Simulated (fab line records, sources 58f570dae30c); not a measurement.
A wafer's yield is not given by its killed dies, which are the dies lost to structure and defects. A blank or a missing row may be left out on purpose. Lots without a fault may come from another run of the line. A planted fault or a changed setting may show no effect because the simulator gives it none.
Which tool is to blame?	flow berkeley cmos170	15 lots, 45 wafers sampled, at 4 steps of a route of 331

## WHAT EACH GAUGE READ, for each wafer
UCB170_START_BOW_MEAS_00. Usual: INCOMING_BOW 0 um, standard deviation 5.9.
lot	measured	on	INCOMING_BOW (um)	flag
L221	day 1 10:00	film metro-02	-7 -7 2	
L223	day 1 20:00	film metro-03	-8 -4 -1	
L224	day 2 01:02	film metro-02	-2 -2 -2	
L227	day 2 16:00	film metro-01	9 -1 7	
L229	day 3 02:00	film metro-03	5 -9 -8	
L230	day 3 07:01	film metro-02	4 8 -3	
L231	day 3 12:02	film metro-02	3 2 -12	
L233	day 3 22:02	film metro-02	7 -2 -8	
L235	day 4 08:01	film metro-02	-1 5 3	
L236	day 4 13:00	film metro-01	9 -9 -7	
L238	day 4 23:00	film metro-03	-3 -3 7	
L239	day 5 04:01	film metro-01	5 0 1	
L240	day 5 09:01	film metro-02	-2 5 -12	
L241	day 5 14:01	film metro-01	4 -4 4	
L244	day 6 05:00	film metro-01	0 1 -7	

UCB170_M2_THK_MEAS_03: measures by xrf. Usual: M2_AL_THK 895 nm, standard deviation 9.2.
lot	measured	on	M2_AL_THK (nm)	flag
L221	day 8 12:28	film metro-02	887 891 894	
L223	day 9 09:52	film metro-02	901 903 903	
L224	day 9 09:23	film metro-04	900 897 888	
L227	day 9 22:40	film metro-04	918 906 921	
L229	day 11 04:34	film metro-04	914 902 902	
L230	day 11 05:54	film metro-04	898 885 890	
L231	day 11 06:20	film metro-04	915 914 895	
L233	day 11 07:24	film metro-04	885 880 888	
L235	day 12 13:46	film metro-02	893 895 876	
L236	day 12 12:06	film metro-02	875 878 877	
L238	day 12 21:14	film metro-04	900 904 899	
L239	day 14 10:02	film metro-04	886 892 891	
L240	day 14 08:26	film metro-02	887 897 886	
L241	day 14 10:08	film metro-01	891 894 893	
L244	day 14 07:43	film metro-04	892 882 892	

## WHAT TOOL EACH LOT RAN ON (gives the tool, then ch and the chambers of the sampled wafers, and finally the start)
lot	UCB170_PWELL_STRIP_16	UCB170_PFIELD_SOFTBAKE_02
L221	plasma asher-03 ch 0,1, day 3 05:23	litho track-01 ch 0, day 4 19:26
L223	plasma asher-02 ch 0,1, day 4 00:01	litho track-04 ch 0, day 5 09:24
L224	plasma asher-02 ch 0,1, day 4 00:35	litho track-01 ch 0, day 5 10:07
L227	plasma asher-03 ch 0,1, day 4 09:38	litho track-03 ch 0, day 5 22:41
L229	plasma asher-04 ch 0,1, day 5 01:34	litho track-04 ch 0, day 6 21:19
L230	plasma asher-04 ch 0,1, day 5 09:32	litho track-03 ch 0, day 7 00:08
L231	plasma asher-04 ch 0,1, day 5 17:37	litho track-04 ch 0, day 6 23:43
L233	plasma asher-03 ch 0,1, day 5 17:50	litho track-04 ch 0, day 7 00:07
L235	plasma asher-02 ch 1, day 6 16:19	litho track-01 ch 0, day 8 12:31
L236	plasma asher-04 ch 1, day 6 16:08	litho track-04 ch 0, day 8 12:16
L238	plasma asher-04 ch 0,1, day 7 01:49	litho track-03 ch 0, day 8 22:07
L239	plasma asher-02 ch 0, day 8 01:29	litho track-01 ch 0, day 10 01:58
L240	plasma asher-04 ch 0,1, day 8 01:41	litho track-03 ch 0, day 10 01:37
L241	plasma asher-03 ch 0,1, day 8 01:13	litho track-01 ch 0, day 10 01:13
L244	plasma asher-03 ch 0,1, day 8 12:27	litho track-03 ch 0, day 10 06:49
- UCB170_PWELL_STRIP_16: strips in O2.
- UCB170_PFIELD_SOFTBAKE_02: time 60 s.

## AS READ BY THE TOOLS THEMSELVES (means over the sampled wafers that have a number; for cases with no such wafer, the mark the record gives instead)
UCB170_PWELL_STRIP_16. Usual: drypump motor current A 5.6 A, standard deviation 0.35; oes product au 0.721 a.u., standard deviation 0.0044; strip time to endpoint s 18.14 s, standard deviation 0.065.
lot	tool	drypump motor current A (A)	oes product au (a.u.)	strip time to endpoint s (s)	flag
L221	plasma asher-03	5.9	0.722	18.13	
L223	plasma asher-02	5.8	0.719	18.14	
L224	plasma asher-02	5.8	0.720	18.16	
L227	plasma asher-03	5.8	0.719	18.25	
L229	plasma asher-04	5.3	0.718	18.14	
L230	plasma asher-04	5.3	0.723	18.10	
L231	plasma asher-04	5.4	0.719	18.09	
L233	plasma asher-03	5.8	0.725	18.12	
L235	plasma asher-02	5.3	0.716	18.13	
L236	plasma asher-04	5.1	0.721	18.14	
L238	plasma asher-04	5.5	0.720	18.17	
L239	plasma asher-02	6.0	0.721	18.22	
L240	plasma asher-04	5.5	0.720	18.13	
L241	plasma asher-03	5.9	0.723	18.08	
L244	plasma asher-03	5.7	0.718	18.14	

UCB170_PFIELD_SOFTBAKE_02. Usual: chill plate temp C 22.99 C, standard deviation 0.1; heater power total W 56.80 W, standard deviation 0.046; run length s 89.12 s, standard deviation 0.18.
lot	tool	chill plate temp C (C)	heater power total W (W)	run length s (s)	flag
L221	litho track-01	22.94	56.78	88.98	
L223	litho track-04	23.01	56.80	88.86	
L224	litho track-01	22.96	56.80	89.00	
L227	litho track-03	23.11	56.76	89.26	
L229	litho track-04	23.04	56.76	89.09	
L230	litho track-03	23.11	56.81	89.40	
L231	litho track-04	23.05	58.53	83.24	OFF
L233	litho track-04	22.81	58.57	83.28	OFF
L235	litho track-01	23.09	56.80	89.10	
L236	litho track-04	22.92	58.44	83.22	OFF
L238	litho track-03	22.94	56.88	89.22	
L239	litho track-01	22.98	56.83	89.07	
L240	litho track-03	22.95	56.77	89.33	
L241	litho track-01	23.11	56.79	89.16	
L244	litho track-03	22.98	56.82	89.27	

## THE ANSWER, worked out from the rows above alone
Rule: a lot counts as off when the mean over its wafers that have a number is more than 3 standard deviations away from the usual mean. Also off: a lot with no number at a reading for which 4 or more lots have one. Any other lot the step has rows for is counted as sound. After the gauges, taken in route order, come the tools' own readings; for these a lot's mean is taken, as printed above. The first step at which some lot is off is used, and at that step the reading that is off furthest; a lot without a number counts as furthest.
Off: L231, L233, L236 (UCB170_PFIELD_SOFTBAKE_02, heater power total W).
A tool fits if, at that step or a process step before it, it ran every lot that is off, and no sound lot after the first of them. One fits: UCB170_PFIELD_SOFTBAKE_02 on litho track-04. Its last sound lot is L229 (day 6 21:19), its first lot that is off L231 (day 6 23:43): a fault that began between those two fits.
The tool's own readings at UCB170_PFIELD_SOFTBAKE_02 bear it out: on the lots that are off they differ by more than 5 times the standard deviation of the sound lots' means. heater power total W reads 58.51 W there against 56.80 W on the sound lots; run length s reads 83.25 s there against 89.14 s on the sound lots.

## WHAT THE SIMULATOR PUT IN
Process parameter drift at UCB170_PFIELD_SOFTBAKE_02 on litho track-04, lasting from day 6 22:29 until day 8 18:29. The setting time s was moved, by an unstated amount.
Shown lots that were struck: L231, L233, L236. This agrees with what the rule above found.
